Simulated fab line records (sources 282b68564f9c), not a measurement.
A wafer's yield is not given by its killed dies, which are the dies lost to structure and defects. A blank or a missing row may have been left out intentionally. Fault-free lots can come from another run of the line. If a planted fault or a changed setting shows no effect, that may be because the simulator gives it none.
What tool caused it? || flow rit cmos || 8 lots, 24 wafers sampled, at 3 steps of a route of 202

## WHAT EACH GAUGE READ, for each wafer
RIT_CONTACT_OVL_MEAS_09.
{"lot": "L952", "measured": "day 3 19:17", "on": "overlay-01", "CONTACT_OVL (nm)": "0.6 -1.4 0.2"}
{"lot": "L954", "measured": "day 4 01:13", "on": "overlay-02", "CONTACT_OVL (nm)": "-2.1 -0.8 -4.8"}
{"lot": "L956", "measured": "day 4 10:31", "on": "overlay-01", "CONTACT_OVL (nm)": "0.4 2.1 -0.8"}
{"lot": "L962", "measured": "day 5 15:35", "on": "overlay-01", "CONTACT_OVL (nm)": "-0.7 -1.2 -2.0"}
{"lot": "L964", "measured": "day 6 01:53", "on": "overlay-01", "CONTACT_OVL (nm)": "129.0 126.7 129.0"}
{"lot": "L966", "measured": "day 6 11:53", "on": "overlay-02", "CONTACT_OVL (nm)": "-3.5 -2.7 -4.4"}
{"lot": "L970", "measured": "day 7 07:31", "on": "overlay-02", "CONTACT_OVL (nm)": "127.9 128.8 127.1"}
{"lot": "L973", "measured": "day 7 23:03", "on": "overlay-01", "CONTACT_OVL (nm)": "0.3 -0.5 0.3"}

## EACH LOT AND THE TOOL THAT RAN IT (in order: tool; ch and the chambers of the sampled wafers; start)
{"lot": "L952", "RIT_NRETRO_STRIP_09": "plasma asher-04 ch 0,1, day 2 19:26", "RIT_CONTACT_EXPOSE_05": "iline stepper-01 ch 0, day 3 18:40"}
{"lot": "L954", "RIT_NRETRO_STRIP_09": "plasma asher-01 ch 0,1, day 3 03:09", "RIT_CONTACT_EXPOSE_05": "iline stepper-02 ch 0, day 4 00:36"}
{"lot": "L956", "RIT_NRETRO_STRIP_09": "plasma asher-01 ch 0,1, day 3 13:26", "RIT_CONTACT_EXPOSE_05": "iline stepper-01 ch 0, day 4 09:53"}
{"lot": "L962", "RIT_NRETRO_STRIP_09": "plasma asher-04 ch 0,1, day 4 18:22", "RIT_CONTACT_EXPOSE_05": "iline stepper-01 ch 0, day 5 14:56"}
{"lot": "L964", "RIT_NRETRO_STRIP_09": "plasma asher-01 ch 0,1, day 5 03:33", "RIT_CONTACT_EXPOSE_05": "iline stepper-01 ch 0, day 6 01:16"}
{"lot": "L966", "RIT_NRETRO_STRIP_09": "plasma asher-02 ch 0,1, day 5 13:19", "RIT_CONTACT_EXPOSE_05": "iline stepper-02 ch 0, day 6 11:16"}
{"lot": "L970", "RIT_NRETRO_STRIP_09": "plasma asher-02 ch 0,1, day 6 09:37", "RIT_CONTACT_EXPOSE_05": "iline stepper-01 ch 0, day 7 06:53"}
{"lot": "L973", "RIT_NRETRO_STRIP_09": "plasma asher-04 ch 0,1, day 7 00:52", "RIT_CONTACT_EXPOSE_05": "iline stepper-02 ch 0, day 7 22:25"}
- RIT_NRETRO_STRIP_09: strips in O2, time 180 s.
- RIT_CONTACT_EXPOSE_05: exposes mask M11, target cd 1000 nm.

## THE ANSWER, worked out from the rows above alone
Rule: usual is defined by the lots themselves. Put in order of their means at a reading, lots are off if they are a third of the lots or fewer, leave a main group of 4 or more, and stand apart from it by a gap of 3 or more times the standard deviation of the main group's means; of several such gaps the widest counts. Not used: any main group whose means are identical at the precision the tables above print for the reading. Also off: a lot with no number at a reading for which 4 or more lots have one. All remaining lots with rows at the step are treated as sound.
Off: L964, L970, at RIT_CONTACT_OVL_MEAS_09 (CONTACT_OVL). Mean -1.2 nm and standard deviation 1.5 in the main group.
If a tool, at a process step before that reading, ran all the lots that are off and no sound lot after the first of them, it fits. Those tools and the gauges at RIT_CONTACT_OVL_MEAS_09 are tried in the same way. One fits: iline stepper-01 at RIT_CONTACT_EXPOSE_05. A fault onset in the window from L962 (day 5 14:56, its last sound lot) to L964 (day 6 01:16, its first lot off) fits.

## WHAT THE SIMULATOR HAD INSERTED
Scanner matching overlay: iline stepper-01, from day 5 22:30 on, at RIT_CONTACT_EXPOSE_05. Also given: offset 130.
Struck lots among those shown: L964, L970. The rule given above showed the same thing.
